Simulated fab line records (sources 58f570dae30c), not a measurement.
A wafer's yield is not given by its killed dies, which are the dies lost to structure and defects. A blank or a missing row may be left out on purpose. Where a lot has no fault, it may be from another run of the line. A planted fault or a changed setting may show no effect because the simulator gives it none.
What tool caused it? / flow berkeley-cmos170 / at 1 step of a route of 331, 12 lots with 36 wafers sampled

== WHAT EACH GAUGE READ, for each wafer ==
UCB170_START_BOW_MEAS_00.
lot=L075; measured=day 1 15:00; on=film-metro-04; INCOMING_BOW (um)=2 10 6
lot=L077; measured=day 2 01:00; on=film-metro-02; INCOMING_BOW (um)=-4 -1 0
lot=L079; measured=day 2 11:02; on=film-metro-03; INCOMING_BOW (um)=4 -8 4
lot=L081; measured=day 2 21:02; on=film-metro-04; INCOMING_BOW (um)=-4 6 1
lot=L083; measured=day 3 07:01; on=film-metro-02; INCOMING_BOW (um)=-8 4 -3
lot=L085; measured=day 3 17:04; on=film-metro-04; INCOMING_BOW (um)=7 -6 -7
lot=L087; measured=day 4 03:01; on=film-metro-03; INCOMING_BOW (um)=-1 -3 3
lot=L089; measured=day 4 13:01; on=film-metro-02; INCOMING_BOW (um)=4 12 1
lot=L091; measured=day 4 23:02; on=film-metro-02; INCOMING_BOW (um)=7 0 1
lot=L093; measured=day 5 09:00; on=film-metro-02; INCOMING_BOW (um)=5 2 -7
lot=L095; measured=day 5 19:01; on=film-metro-02; INCOMING_BOW (um)=-4 3 -10
lot=L097; measured=day 6 05:01; on=film-metro-04; INCOMING_BOW (um)=9 4 4

== WHAT TOOL EACH LOT RAN ON (gives the tool, then ch and the chambers of the sampled wafers, and finally the start) ==
There is no process step in the record ahead of these readings.

== THE ANSWER, worked out from the rows above alone ==
Rule: usual is defined by the lots themselves. The widest of any qualifying gaps counts: lots, ordered by their means at a reading, are off when they make up no more than a third of the lots, leave a main group of 4 or more, and stand apart from it by 3 or more times the standard deviation of that group's means. The tables above print the reading to a certain number of digits; a main group whose means all agree to those digits is not used. A lot without any number at a reading at which 4 lots or more have one is off too. The other lots that the step has rows for count as sound.
No lot is off at any reading shown: from this, nothing can be told.

== WHAT WAS PUT IN BY THE SIMULATOR ==
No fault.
